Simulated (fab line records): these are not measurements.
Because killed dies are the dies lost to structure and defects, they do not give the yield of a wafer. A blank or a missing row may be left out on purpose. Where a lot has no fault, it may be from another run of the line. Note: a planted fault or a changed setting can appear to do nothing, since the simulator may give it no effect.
fab line records	flow rit_cmos
record: lots: 15	wafers: 45	last_day: 7
route steps=202 shown ACTIVE@1 PWELL@49 REOX@102 SILICIDE@162 M1@202
lots with no fault: from the same line, run without faults
start_h: start of the lot's first displayed wafer, in hours after the record's first day	wait_h: hours since the lot's step before	" the same as in the row above	L1.1+2: a row that stands for several wafers	- no value present, or no start provided	* or withheld: withheld	< > ~ a bound
route shown NAME@n: a module of which the file shows steps, and the number in the route of the first	usual: mean and standard deviation over wafers with no fault	same: alike in all rows	chamber/n: place in a boat	sites: the reading at each site	_std_site: how widely they spread, as a standard deviation	_edge_site: outer sites' mean less inner sites'	radius_mm: how far each site lies from the wafer's centre	mask NAME#n: copy n	behind: the most recent tool/chamber to have shaped the wafer	hold: cause of the lot's hold/its duration in hours/its outcome	device: names the non-switching transistor (n, p or np)	end of line: tests of these same wafers at the route's end	step lacking rows: just its recipe	killed: dies lost to structure and defects at the first sort, not the wafer's yield	map: per-die view of a wafer (x killed, . not killed, _ where there is no die)
set.NAME: the setting the step ran with; set.NAME@STEP: the setting that earlier step ran with	model.NAME: the simulator's own value behind a step, which no gauge read
one table for each step of the route and one row for each wafer, over a sample of lots
services: from which hour (start_h, from the record's first day; less than 0 if before it) a tool's chamber was out of use, for how many hours, and why
== steps ==
step: RIT_ACTIVE_BOW_MEAS_00
recipe: mode: bow
usual: INCOMING_BOW: 0/6.7
lot.wafer	tool	chamber	start_h	wait_h	INCOMING_BOW[um]
L564.4	film_metro-02	-	10.06	-	2
L564.5	"	-	"	"	-2
L564.6	"	-	"	"	10
L565.2	film_metro-01	-	15.02	-	18
L565.3	"	-	"	"	-12
L565.5	"	-	"	"	-1
L566.1	film_metro-01	-	20.00	-	-5
L566.3	"	-	"	"	9
L566.5	"	-	"	"	1
L567.1	film_metro-03	-	25.00	-	-5
L567.2	"	-	"	"	-1
L567.6	"	-	"	"	3
L569.1	film_metro-03	-	35.00	-	11
L569.4	"	-	"	"	3
L569.6	"	-	"	"	3
L570.1	film_metro-03	-	40.00	-	-4
L570.2	"	-	"	"	-2
L570.5	"	-	"	"	-12
L571.1	film_metro-03	-	45.00	-	7
L571.3	"	-	"	"	-3
L571.5	"	-	"	"	-6
L572.4	film_metro-01	-	50.06	-	0
L572.5	"	-	"	"	-13
L572.6	"	-	"	"	-10
L573.2	film_metro-01	-	55.02	-	-15
L573.5	"	-	"	"	1
L573.6	"	-	"	"	3
L575.1	film_metro-01	-	65.00	-	1
L575.2	"	-	"	"	11
L575.6	"	-	"	"	-3
L577.2	film_metro-01	-	75.02	-	4
L577.4	"	-	"	"	9
L577.6	"	-	"	"	-3
L578.1	film_metro-01	-	80.00	-	6
L578.3	"	-	"	"	-10
L578.4	"	-	"	"	5
L580.1	film_metro-02	-	90.00	-	3
L580.2	"	-	"	"	-10
L580.6	"	-	"	"	-3
L585.1	film_metro-01	-	115.00	-	-1
L585.3	"	-	"	"	-1
L585.4	"	-	"	"	-9
L587.3	film_metro-02	-	125.04	-	-5
L587.4	"	-	"	"	6
L587.5	"	-	"	"	6
step: RIT_PWELL_TW_MEAS_10
usual: PWELL_TW: 949/5.4
lot.wafer	tool	chamber	start_h	wait_h	PWELL_TW
L564.4	film_metro-04	-	23.05	0.1	957
L564.5	"	-	"	"	955
L564.6	"	-	"	"	956
L565.2	film_metro-04	-	27.55	0.1	954
L565.3	"	-	"	"	953
L565.5	"	-	"	"	953
L566.1	film_metro-04	-	32.65	0.1	946
L566.3	"	-	"	"	951
L566.5	"	-	"	"	948
L567.1	film_metro-03	-	38.12	0.1	941
L567.2	"	-	"	"	945
L567.6	"	-	"	"	938
L569.1	film_metro-04	-	47.66	0.1	951
L569.4	"	-	"	"	955
L569.6	"	-	"	"	951
L570.1	film_metro-04	-	52.62	0.1	959
L570.2	"	-	"	"	958
L570.5	"	-	"	"	958
L571.1	film_metro-01	-	59.79	0.1	954
L571.3	"	-	"	"	950
L571.5	"	-	"	"	952
L572.4	film_metro-04	-	64.39	0.1	952
L572.5	"	-	"	"	956
L572.6	"	-	"	"	953
L573.2	film_metro-04	-	68.30	0.1	954
L573.5	"	-	"	"	960
L573.6	"	-	"	"	959
L575.1	film_metro-04	-	79.20	0.1	944
L575.2	"	-	"	"	947
L575.6	"	-	"	"	947
L577.2	film_metro-04	-	91.12	0.1	950
L577.4	"	-	"	"	943
L577.6	"	-	"	"	948
L578.1	film_metro-01	-	96.02	0.1	946
L578.3	"	-	"	"	945
L578.4	"	-	"	"	947
L580.1	film_metro-01	-	108.78	0.1	942
L580.2	"	-	"	"	940
L580.6	"	-	"	"	945
L585.1	film_metro-04	-	131.33	0.1	949
L585.3	"	-	"	"	951
L585.4	"	-	"	"	960
L587.3	film_metro-04	-	139.31	0.1	955
L587.4	"	-	"	"	951
L587.5	"	-	"	"	957
step: RIT_REOX_THK_MEAS_04
recipe: reads: SiO2_of_REOX_OXIDATION_03
usual: REOX_OXIDE_THK: 25.0/0.47
lot.wafer	tool	chamber	start_h	wait_h	REOX_OXIDE_THK[nm]
L564.4	film_metro-04	-	40.96	0.0	24.3
L564.5	"	-	"	"	24.2
L564.6	"	-	"	"	24.4
L565.2	film_metro-01	-	44.54	0.0	25.0
L565.3	"	-	"	"	24.7
L565.5	"	-	"	"	24.6
L566.1	film_metro-04	-	51.58	0.0	25.0
L566.3	"	-	"	"	25.2
L566.5	"	-	"	"	25.0
L567.1	film_metro-04	-	54.87	0.0	25.3
L567.2	"	-	"	"	24.6
L567.6	"	-	"	"	24.9
L569.1	film_metro-01	-	65.34	0.0	24.9
L569.4	"	-	"	"	24.9
L569.6	"	-	"	"	24.7
L570.1	film_metro-03	-	72.62	0.0	25.2
L570.2	"	-	"	"	25.2
L570.5	"	-	"	"	25.2
L571.1	film_metro-03	-	78.02	0.0	24.5
L571.3	"	-	"	"	24.7
L571.5	"	-	"	"	25.0
L572.4	film_metro-04	-	81.92	0.0	25.0
L572.5	"	-	"	"	25.0
L572.6	"	-	"	"	24.8
L573.2	film_metro-01	-	87.49	0.0	23.9
L573.5	"	-	"	"	24.1
L573.6	"	-	"	"	24.6
L575.1	film_metro-04	-	99.85	0.0	24.8
L575.2	"	-	"	"	25.1
L575.6	"	-	"	"	25.0
L577.2	film_metro-04	-	118.57	0.0	25.3
L577.4	"	-	"	"	25.7
L577.6	"	-	"	"	25.9
L578.1	film_metro-04	-	118.62	0.1	25.5
L578.3	"	-	"	"	25.5
L578.4	"	-	"	"	25.7
L580.1	film_metro-01	-	131.37	0.0	24.7
L580.2	"	-	"	"	24.0
L580.6	"	-	"	"	24.6
L585.1	film_metro-01	-	151.86	0.0	25.0
L585.3	"	-	"	"	25.0
L585.4	"	-	"	"	25.0
L587.3	film_metro-04	-	156.60	0.0	24.8
L587.4	"	-	"	"	24.9
L587.5	"	-	"	"	24.7
step: RIT_SILICIDE_SPUTTER_01
recipe: material: Ti	target_thk_nm: 30	power_w: 350	chamber_pressure_pa: 0.667	gas: Ar	time_s: 240	substrate_temp_c: 25
usual: chamber_pressure_pa: 0.6670/0.0013	throttle_valve_pct: 30.0/1
lot.wafer	tool	chamber	start_h	wait_h	chamber_pressure_pa	throttle_valve_pct
L564.4	pvd_sputter-04	-	50.55	0.0	0.6681	30.1
L564.5	"	-	"	"	0.6676	29.1
L564.6	"	-	"	"	0.6675	29.6
L565.2	pvd_sputter-01	-	53.93	0.0	0.6666	29.8
L565.3	"	-	"	"	0.6680	31.1
L565.5	"	-	"	"	0.6663	31.1
L566.1	pvd_sputter-04	-	61.15	0.0	0.6679	30.0
L566.3	"	-	"	"	0.6668	31.7
L566.5	"	-	"	"	0.6672	30.2
L567.1	pvd_sputter-04	-	64.48	0.0	0.6660	28.6
L567.2	"	-	"	"	0.6691	29.3
L567.6	"	-	"	"	0.6658	29.9
L569.1	pvd_sputter-04	-	74.65	0.0	0.6671	30.0
L569.4	"	-	"	"	0.6663	31.7
L569.6	"	-	"	"	0.6658	29.2
L570.1	pvd_sputter-03	-	82.21	0.0	0.6693	31.1
L570.2	"	-	"	"	0.6665	28.4
L570.5	"	-	"	"	0.6684	31.0
L571.1	pvd_sputter-04	-	87.58	0.0	0.6671	29.2
L571.3	"	-	"	"	0.6668	31.5
L571.5	"	-	"	"	0.6680	29.9
L572.4	pvd_sputter-03	-	91.26	0.0	0.6688	30.9
L572.5	"	-	"	"	0.6673	31.1
L572.6	"	-	"	"	0.6685	30.2
L573.2	pvd_sputter-04	-	97.13	0.0	0.6655	31.6
L573.5	"	-	"	"	0.6657	29.9
L573.6	"	-	"	"	0.6654	28.9
L575.1	pvd_sputter-03	-	109.12	0.0	0.6672	28.4
L575.2	"	-	"	"	0.6678	30.5
L575.6	"	-	"	"	0.6669	28.5
L575.1	pvd_sputter-03	-	109.44	0.2	0.6673	28.3
L575.2	"	-	"	"	0.6663	30.5
L575.6	"	-	"	"	0.6676	28.2
L577.2	pvd_sputter-04	-	128.48	0.0	0.6700	29.4
L577.4	"	-	"	"	0.6686	31.7
L577.6	"	-	"	"	0.6675	29.9
L578.1	pvd_sputter-03	-	128.89	0.0	0.6680	29.2
L578.3	"	-	"	"	0.6687	28.2
L578.4	"	-	"	"	0.6652	30.6
L580.1	pvd_sputter-01	-	141.32	0.0	0.6670	29.7
L580.2	"	-	"	"	0.6686	30.8
L580.6	"	-	"	"	0.6647	29.6
L580.1	pvd_sputter-01	-	141.64	0.2	0.6656	29.9
L580.2	"	-	"	"	0.6661	30.7
L580.6	"	-	"	"	0.6667	29.7
L585.1	pvd_sputter-01	-	161.39	0.0	0.6680	31.0
L585.3	"	-	"	"	0.6670	29.7
L585.4	"	-	"	"	0.6689	31.2
L585.1	pvd_sputter-01	-	161.70	0.2	0.6661	30.9
L585.3	"	-	"	"	0.6660	29.9
L585.4	"	-	"	"	0.6674	31.4
L587.3	pvd_sputter-03	-	166.49	0.0	0.6661	30.8
L587.4	"	-	"	"	0.6659	28.7
L587.5	"	-	"	"	0.6657	30.5
step: RIT_SILICIDE_RS_MEAS_02
recipe: thk_meas_gauge: four-point-probe	reads: Ti_of_SILICIDE_SPUTTER_01
usual: SILICIDE_TI_RS: 47.6/0.63
lot.wafer	tool	chamber	start_h	wait_h	SILICIDE_TI_RS[ohm/sq]
L564.4	film_metro-04	-	50.76	0.1	48.5
L564.5	"	-	"	"	47.9
L564.6	"	-	"	"	48.8
L565.2	film_metro-04	-	54.10	0.1	48.1
L565.3	"	-	"	"	48.5
L565.5	"	-	"	"	47.7
L566.1	film_metro-04	-	61.30	0.1	48.5
L566.3	"	-	"	"	48.3
L566.5	"	-	"	"	48.1
L567.1	film_metro-02	-	64.63	0.1	47.4
L567.2	"	-	"	"	47.3
L567.6	"	-	"	"	47.9
L569.1	film_metro-03	-	74.84	0.1	47.1
L569.4	"	-	"	"	47.3
L569.6	"	-	"	"	47.0
L570.1	film_metro-04	-	82.36	0.1	48.2
L570.2	"	-	"	"	47.8
L570.5	"	-	"	"	48.1
L571.1	film_metro-04	-	87.73	0.1	48.5
L571.3	"	-	"	"	48.0
L571.5	"	-	"	"	48.4
L572.4	film_metro-04	-	91.47	0.1	47.5
L572.5	"	-	"	"	48.3
L572.6	"	-	"	"	48.0
L573.2	film_metro-04	-	97.30	0.1	47.0
L573.5	"	-	"	"	47.1
L573.6	"	-	"	"	46.8
L575.1	film_metro-04	-	109.73	0.2	20.5
L575.2	"	-	"	"	20.5
L575.6	"	-	"	"	20.3
L575.1	film_metro-04	-	110.02	0.3	20.5
L575.2	"	-	"	"	20.5
L575.6	"	-	"	"	20.3
L577.2	film_metro-04	-	128.65	0.1	47.5
L577.4	"	-	"	"	47.0
L577.6	"	-	"	"	48.1
L578.1	film_metro-03	-	129.04	0.1	48.5
L578.3	"	-	"	"	47.7
L578.4	"	-	"	"	48.1
L580.1	film_metro-03	-	141.79	0.1	20.3
L580.2	"	-	"	"	20.5
L580.6	"	-	"	"	20.4
L580.1	film_metro-03	-	142.08	0.3	20.5
L580.2	"	-	"	"	20.6
L580.6	"	-	"	"	20.5
L585.1	film_metro-02	-	161.85	0.1	20.2
L585.3	"	-	"	"	19.9
L585.4	"	-	"	"	20.3
L585.1	film_metro-02	-	162.26	0.4	20.3
L585.3	"	-	"	"	20.0
L585.4	"	-	"	"	20.3
L587.3	film_metro-03	-	166.68	0.1	47.4
L587.4	"	-	"	"	47.5
L587.5	"	-	"	"	47.7
step: RIT_SILICIDE_THK_MEAS_03
recipe: thk_meas_gauge: xrf	reads: Ti_of_SILICIDE_SPUTTER_01
usual: SILICIDE_TI_THK: 30.2/0.36
lot.wafer	tool	chamber	start_h	wait_h	SILICIDE_TI_THK[nm]
L564.4	film_metro-04	-	50.85	0.1	29.9
L564.5	"	-	"	"	30.2
L564.6	"	-	"	"	29.8
L565.2	film_metro-04	-	54.21	0.1	30.1
L565.3	"	-	"	"	29.8
L565.5	"	-	"	"	30.1
L566.1	film_metro-04	-	61.42	0.1	30.1
L566.3	"	-	"	"	29.9
L566.5	"	-	"	"	30.1
L567.1	film_metro-02	-	64.75	0.1	29.9
L567.2	"	-	"	"	30.2
L567.6	"	-	"	"	29.9
L569.1	film_metro-03	-	74.96	0.1	30.3
L569.4	"	-	"	"	30.0
L569.6	"	-	"	"	30.3
L570.1	film_metro-04	-	82.48	0.1	30.1
L570.2	"	-	"	"	30.3
L570.5	"	-	"	"	30.2
L571.1	film_metro-04	-	87.85	0.1	29.9
L571.3	"	-	"	"	30.3
L571.5	"	-	"	"	29.9
L572.4	film_metro-04	-	91.56	0.1	30.4
L572.5	"	-	"	"	30.0
L572.6	"	-	"	"	30.2
L573.2	film_metro-04	-	97.41	0.1	30.7
L573.5	"	-	"	"	30.5
L573.6	"	-	"	"	30.9
L575.1	film_metro-04	-	121.22	11.2	60.9
L575.2	"	-	"	"	60.7
L575.6	"	-	"	"	60.8
L575.1	film_metro-04	-	121.45	0.2	60.8
L575.2	"	-	"	"	60.4
L575.6	"	-	"	"	61.0
L577.2	film_metro-04	-	128.76	0.1	30.5
L577.4	"	-	"	"	30.6
L577.6	"	-	"	"	30.2
L578.1	film_metro-03	-	129.16	0.1	29.4
L578.3	"	-	"	"	29.8
L578.4	"	-	"	"	29.6
L580.1	film_metro-03	-	143.41	1.3	59.6
L580.2	"	-	"	"	59.3
L580.6	"	-	"	"	59.4
L580.1	film_metro-03	-	143.63	0.2	59.4
L580.2	"	-	"	"	59.4
L580.6	"	-	"	"	59.6
L587.3	film_metro-03	-	166.78	0.1	30.1
L587.4	"	-	"	"	30.2
L587.5	"	-	"	"	30.1
L585.1	film_metro-02	-	168.20	5.9	60.2
L585.3	"	-	"	"	61.4
L585.4	"	-	"	"	60.3
L585.1	film_metro-02	-	168.43	0.2	60.4
L585.3	"	-	"	"	61.3
L585.4	"	-	"	"	60.5
step: RIT_M1_PROBE_99
usual: defect_limited_yield: 97.5/1	killed_at_contacts: 0.1/0.24	killed_at_front_end: 6.6/2.7	killed_dies: 6.6/2.7	killed_open: 3.3/1.8	killed_short: 3.4/1.9	sort_bin_3_pad_short: 0.1/0.19	sort_bin_5_function: 1.5/0.78	sort_bin_6_memory: 0.9/0.63	sort_n_pass: 257.4/2.7	sort_yield_pct: 97.5/1
same: gross_dies: 264	killed_at_M0_to_M3: 0	killed_at_M4_up: 0	killed_at_back_side: 0	killed_at_other: 0
lot.wafer	tool	chamber	start_h	wait_h	defect_limited_yield[%]	killed_at_contacts	killed_at_front_end	killed_dies	killed_open	killed_short	sort_bin_3_pad_short[%]	sort_bin_5_function[%]	sort_bin_6_memory[%]	sort_n_pass	sort_yield_pct[%]
L564.4	prober-01	-	57.69	0.2	96.6	0	9	9	3	6	0	1.1	2.3	255.0	96.6
L564.5	prober-01	-	57.74	0.2	97.0	0	8	8	3	5	0.4	1.5	1.1	256.0	97.0
L564.6	prober-01	-	57.79	0.2	96.6	0	9	9	3	6	0.4	1.9	1.1	255.0	96.6
L565.2	prober-02	-	61.73	0.1	97.7	0	6	6	5	1	0	1.9	0.4	258.0	97.7
L565.3	prober-02	-	61.78	0.2	96.6	0	9	9	5	4	0	2.7	0.8	255.0	96.6
L565.5	prober-02	-	61.88	0.2	97.7	0	6	6	4	2	0	1.1	1.1	258.0	97.7
L566.1	prober-01	-	68.13	0.1	97.3	0	7	7	5	2	0	2.3	0.4	257.0	97.3
L566.3	prober-01	-	68.23	0.2	97.0	0	8	8	3	5	0.4	2.3	0.4	256.0	97.0
L566.5	prober-01	-	68.33	0.2	97.0	0	8	8	4	4	0	2.7	0.4	256.0	97.0
L567.1	prober-02	-	71.59	0.1	96.6	0	9	9	5	4	0	1.9	1.5	255.0	96.6
L567.2	prober-02	-	71.64	0.1	97.7	0	6	6	2	4	0	1.5	0.8	258.0	97.7
L567.6	prober-02	-	71.84	0.2	98.9	0	3	3	0	3	0.8	0.4	0	261.0	98.9
L569.1	prober-02	-	82.81	0.1	94.7	0	14	14	8	6	0.8	3.0	1.5	250.0	94.7
L569.4	prober-02	-	82.96	0.2	97.3	0	7	7	4	3	0	1.9	0.8	257.0	97.3
L569.6	prober-02	-	83.06	0.2	96.6	0	9	9	5	4	0	1.5	1.9	255.0	96.6
L570.1	prober-01	-	90.20	0.1	98.5	0	4	4	3	1	0.4	0.4	0.8	260.0	98.5
L570.2	prober-01	-	90.25	0.1	97.0	0	8	8	3	5	0	2.7	0.4	256.0	97.0
L570.5	prober-01	-	90.40	0.2	98.5	0	4	4	3	1	0	0.8	0.8	260.0	98.5
L571.1	prober-02	-	94.95	0.1	98.5	0	4	4	0	4	0.4	0.4	0.8	260.0	98.5
L571.3	prober-02	-	95.05	0.2	98.5	0	4	4	1	3	0	0.8	0.8	260.0	98.5
L571.5	prober-02	-	95.15	0.2	96.6	0	9	9	4	5	0	2.7	0.8	255.0	96.6
L572.4	prober-01	-	99.24	0.2	96.6	0	9	9	7	2	0	1.1	2.3	255.0	96.6
L572.5	prober-01	-	99.29	0.2	98.1	1	4	5	4	1	0	1.5	0.4	259.0	98.1
L572.6	prober-01	-	99.34	0.2	96.2	0	10	10	3	7	0	2.7	1.1	254.0	96.2
L573.2	prober-02	-	106.08	0.1	98.1	0	5	5	2	3	0	1.1	0.8	259.0	98.1
L573.5	prober-02	-	106.23	0.2	99.6	0	1	1	1	0	0	0.4	0	263.0	99.6
L573.6	prober-02	-	106.28	0.2	98.9	0	3	3	2	1	0	1.1	0	261.0	98.9
L577.2	prober-02	-	136.10	0.1	98.9	0	3	3	2	1	0	0.8	0.4	261.0	98.9
L577.4	prober-02	-	136.20	0.2	98.5	1	3	4	1	3	0	1.1	0.4	260.0	98.5
L577.6	prober-02	-	136.30	0.2	98.1	0	5	5	2	3	0.4	1.1	0.4	259.0	98.1
L578.1	prober-01	-	136.37	0.1	98.5	0	4	4	2	2	0	0.8	0.8	260.0	98.5
L578.3	prober-01	-	136.47	0.2	96.6	0	9	9	4	5	0	2.3	1.1	255.0	96.6
L578.4	prober-01	-	136.52	0.2	96.6	0	9	9	5	4	0	3.0	0.4	255.0	96.6
L587.3	prober-02	-	173.63	0.2	97.3	0	7	7	1	6	0	1.5	1.1	257.0	97.3
L587.4	prober-02	-	173.68	0.2	96.6	0	9	9	4	5	0	1.5	1.9	255.0	96.6
L587.5	prober-02	-	173.73	0.2	98.1	1	4	5	5	0	0	1.5	0.4	259.0	98.1
killed by level:class
L564.4 SPACER:geometric_particle:short=3 SILICIDE:geometric_particle:open=2 SILICIDE:geometric_particle:short=2 GATE:geometric_particle:short=1 REOX:geometric_particle:open=1
L564.5 REOX:geometric_particle:short=2 FOX1:geometric_particle:short=1 FOX1:geometric_particle:open=1 FOX2:geometric_particle:open=1 GATE:geometric_particle:open=1 SPACER:geometric_particle:short=1 SILICIDE:geometric_particle:short=1
L564.6 GATE:geometric_particle:short=2 REOX:geometric_particle:short=2 FOX1:geometric_particle:open=1 FOX2:geometric_particle:short=1 GATE:geometric_particle:open=1 SPACER:geometric_particle:open=1 SILICIDE:geometric_particle:short=1
L565.2 SPACER:geometric_particle:open=4 GATE:geometric_particle:open=1 SPACER:geometric_particle:short=1
L565.3 FOX2:geometric_particle:short=2 FOX2:geometric_particle:open=2 REOX:geometric_particle:open=1 FOX1:geometric_particle:open=1 SPACER:geometric_particle:open=1 SPACER:geometric_particle:short=1 SILICIDE:geometric_particle:short=1
L565.5 SILICIDE:geometric_particle:open=2 FOX1:geometric_particle:open=1 FOX2:geometric_particle:open=1 REOX:geometric_particle:short=1 SILICIDE:geometric_particle:short=1
L566.1 GATE:geometric_particle:open=4 FOX1:geometric_particle:open=1 FOX2:geometric_particle:short=1 GATE:geometric_particle:short=1
L566.3 FOX2:geometric_particle:short=2 FOX1:geometric_particle:open=1 GATE:geometric_particle:open=1 GATE:geometric_particle:short=1 REOX:geometric_particle:open=1 SPACER:geometric_particle:short=1 SILICIDE:geometric_particle:short=1
L566.5 GATE:geometric_particle:short=3 GATE:geometric_particle:open=2 FOX2:geometric_particle:open=1 REOX:geometric_particle:open=1 SILICIDE:geometric_particle:short=1
L567.1 FOX1:geometric_particle:open=2 GATE:geometric_particle:short=2 SILICIDE:geometric_particle:open=2 REOX:geometric_particle:open=1 REOX:geometric_particle:short=1 SPACER:geometric_particle:short=1
L567.2 SPACER:geometric_particle:short=3 FOX1:geometric_particle:open=1 GATE:geometric_particle:short=1 GATE:geometric_particle:open=1
L567.6 GATE:geometric_particle:short=3
L569.1 GATE:geometric_particle:short=3 GATE:geometric_particle:open=2 REOX:geometric_particle:open=2 SPACER:geometric_particle:open=2 SILICIDE:geometric_particle:short=2 FOX1:geometric_particle:open=1 FOX2:geometric_particle:open=1 REOX:geometric_particle:short=1
L569.4 GATE:geometric_particle:short=2 GATE:geometric_particle:open=1 REOX:geometric_particle:open=1 REOX:geometric_particle:short=1 SPACER:geometric_particle:open=1 SILICIDE:geometric_particle:open=1
L569.6 SILICIDE:geometric_particle:open=3 REOX:geometric_particle:open=2 SPACER:geometric_particle:short=2 FOX1:geometric_particle:short=1 GATE:geometric_particle:short=1
L570.1 REOX:geometric_particle:open=2 GATE:geometric_particle:short=1 GATE:geometric_particle:open=1
L570.2 FOX1:geometric_particle:short=2 GATE:geometric_particle:short=2 GATE:geometric_particle:open=1 REOX:geometric_particle:open=1 REOX:geometric_particle:short=1 SPACER:geometric_particle:open=1
L570.5 SPACER:geometric_particle:open=2 FOX1:geometric_particle:short=1 GATE:geometric_particle:open=1
L571.1 GATE:geometric_particle:short=3 SPACER:geometric_particle:short=1
L571.3 GATE:geometric_particle:short=2 FOX2:geometric_particle:short=1 GATE:geometric_particle:open=1
L571.5 GATE:geometric_particle:short=3 SPACER:geometric_particle:open=2 FOX1:geometric_particle:short=1 FOX1:geometric_particle:open=1 FOX2:geometric_particle:short=1 GATE:geometric_particle:open=1
L572.4 GATE:geometric_particle:open=2 SILICIDE:geometric_particle:open=2 FOX1:geometric_particle:short=1 FOX1:geometric_particle:open=1 FOX2:geometric_particle:open=1 GATE:geometric_particle:short=1 SPACER:geometric_particle:open=1
L572.5 FOX2:geometric_particle:open=1 GATE:geometric_particle:open=1 SPACER:geometric_particle:short=1 SPACER:geometric_particle:open=1 CONTACT:geometric_particle:open=1
L572.6 GATE:geometric_particle:short=3 FOX1:geometric_particle:short=2 GATE:geometric_particle:open=2 FOX2:geometric_particle:open=1 FOX2:geometric_particle:short=1 REOX:geometric_particle:short=1
L573.2 FOX1:geometric_particle:short=2 FOX1:geometric_particle:open=2 REOX:geometric_particle:short=1
L573.5 FOX1:geometric_particle:open=1
L573.6 FOX2:geometric_particle:open=1 GATE:geometric_particle:open=1 GATE:geometric_particle:short=1
L577.2 GATE:geometric_particle:open=2 GATE:geometric_particle:short=1
L577.4 GATE:geometric_particle:short=2 FOX1:geometric_particle:open=1 CONTACT:geometric_particle:short=1
L577.6 FOX1:geometric_particle:open=1 GATE:geometric_particle:open=1 GATE:geometric_particle:short=1 REOX:geometric_particle:short=1 SILICIDE:geometric_particle:short=1
L578.1 FOX1:geometric_particle:open=1 REOX:geometric_particle:short=1 SPACER:geometric_particle:short=1 SPACER:geometric_particle:open=1
L578.3 GATE:geometric_particle:short=4 GATE:geometric_particle:open=3 SPACER:geometric_particle:open=1 SPACER:geometric_particle:short=1
L578.4 SPACER:geometric_particle:open=4 FOX1:geometric_particle:short=2 FOX1:geometric_particle:open=1 GATE:geometric_particle:short=1 SILICIDE:geometric_particle:short=1
L587.3 GATE:geometric_particle:short=3 FOX1:geometric_particle:short=2 FOX2:geometric_particle:short=1 REOX:geometric_particle:open=1
L587.4 GATE:geometric_particle:short=4 GATE:geometric_particle:open=2 FOX1:geometric_particle:open=1 FOX2:geometric_particle:open=1 SPACER:geometric_particle:short=1
L587.5 GATE:geometric_particle:open=2 SPACER:geometric_particle:open=2 CONTACT:geometric_particle:open=1
== services ==
tool	chamber	start_h	hours	kind
pvd_sputter-03	-	29.76	0.6	repair
pvd_sputter-01	-	41.94	0.6	repair
pvd_sputter-04	-	57.42	1.2	repair
pvd_sputter-01	-	57.82	8.3	repair
pvd_sputter-01	-	96.90	34.4	repair
pvd_sputter-03	-	100.29	3.2	repair
pvd_sputter-04	-	102.50	2.4	repair
pvd_sputter-03	-	116.03	5.1	repair
pvd_sputter-04	-	137.43	4.4	repair
== key ==
first_sign: step: RIT_SILICIDE_SPUTTER_01	reading: visit	direction: added
effect: step: RIT_SILICIDE_RS_MEAS_02	reading: visit	direction: added
effect: step: RIT_SILICIDE_RS_MEAS_02	reading: SILICIDE_TI_RS	direction: down	sigmas: 43	usual: 47.6	struck: 20.3
effect: step: RIT_SILICIDE_THK_MEAS_03	reading: visit	direction: added
effect: step: RIT_SILICIDE_THK_MEAS_03	reading: SILICIDE_TI_THK	direction: up	sigmas: 84	usual: 30.2	struck: 60.3
met_at RIT_SILICIDE_SPUTTER_01
struck_lots L575,L580,L585
scrapped_behind RIT_SILICIDE_THK_MEAS_03 L575.1,L575.2,L575.6,L580.1,L580.2,L580.6,L585.1,L585.3,L585.4
not_acting_at RIT_ACTIVE_BOW_MEAS_00,RIT_PWELL_TW_MEAS_10,RIT_REOX_THK_MEAS_04
fault: kind: repeated_step_whole	tool: pvd_sputter-01,pvd_sputter-03,pvd_sputter-04	chamber: -	onset_h: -	steps: RIT_SILICIDE_SPUTTER_01	times: 1	scope: struck_lots_only
